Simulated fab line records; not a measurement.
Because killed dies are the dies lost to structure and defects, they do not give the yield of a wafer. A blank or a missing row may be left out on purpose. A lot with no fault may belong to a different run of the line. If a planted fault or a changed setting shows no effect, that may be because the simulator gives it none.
A single fault, viewed from 2 desks ; flow berkeley cmos170 ; what lay behind the numbers comes last; until then each desk has only its own

FROM THE METROLOGY DESK
Lot by lot, what the gauges showed, no matter which tool ran the lot: averages of those sampled wafers that carry a number. If a lot's mean is further than 4 standard deviations from the usual mean, the lot is out of limits and carries the mark OUT (the distance appears in the brackets).
Columns: A = PSD_TW at UCB170_PSD_TW_MEAS_10, usual 2321; B = PSD_RS at UCB170_SDANNEAL_RS_MEAS_02, usual 75.54 ohm/sq
lot;first seen here;A;B
L139;day 7 08:22;2327;75.35
L140;day 7 20:01;2339;75.46
L143;day 8 20:52;2301;75.55
L142;day 8 21:07;2306;75.83
L141;day 8 21:14;2301;75.44
L148;day 9 21:41;2062 (-16) OUT;96.76 (+76) OUT
L147;day 9 21:59;2338;75.66
L152;day 10 08:52;2092 (-14) OUT;96.13 (+74) OUT
L151;day 10 09:17;2335;75.62
L154;day 11 10:18;2326;75.41
L157;day 11 16:49;2330;75.88
L161;day 12 15:12;2319;75.27
L162;day 13 12:31;2310;75.59
This desk's finding: out of limits on L148, L152; first on L148, day 9 21:41 (PSD_TW at UCB170_PSD_TW_MEAS_10). In limits: L139, L140, L143, L142, L141, L147, L151, L154, L157, L161, L162.

THE TOOL OWNER'S DESK: implanter-04
UCB170_PSD_IMPLANT_08, tool's own readings: per-lot mean of the sampled wafers with a number, covering each lot this tool ran. If a lot's mean is further than 4 standard deviations from the usual mean, the lot is out of limits and carries the mark OUT (the distance appears in the brackets).
Columns: A = dose ions cm2 at UCB170_PSD_IMPLANT_08, usual 2.999e+15; B = end station pressure torr at UCB170_PSD_IMPLANT_08, usual 1.27e-05 Torr; C = faraday current uA at UCB170_PSD_IMPLANT_08, usual 9276
lot;first seen here;A;B;C
L141;day 8 21:00;2.999e+15;1.22e-05;9181
L148;day 9 21:26;2.102e+15 (-99 or more) OUT;1.08e-05;6618 (-15) OUT
L152;day 10 08:37;2.098e+15 (-99 or more) OUT;1.05e-05;6571 (-15) OUT
This desk finds L148, L152 out of limits, L148 being first, at day 9 21:26 (dose ions cm2 at UCB170_PSD_IMPLANT_08). In limits: L141.

BROUGHT TOGETHER
On L148, L152, at day 9 21:26, an alarm was possible from the tool owner's desk.
An alarm was possible from the metrology desk at day 9 21:41, on L148, L152.
All the named lots went through UCB170_PSD_IMPLANT_08 on implanter-04.

WHAT THE SIMULATOR PUT IN
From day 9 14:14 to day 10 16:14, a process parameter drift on implanter-04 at UCB170_PSD_IMPLANT_08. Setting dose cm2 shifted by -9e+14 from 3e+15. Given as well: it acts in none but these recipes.
Lots struck among those shown: L148, L152.
Fault start to first reading out of limits, in hours, per desk: tool owner, 7; metrology, 7.
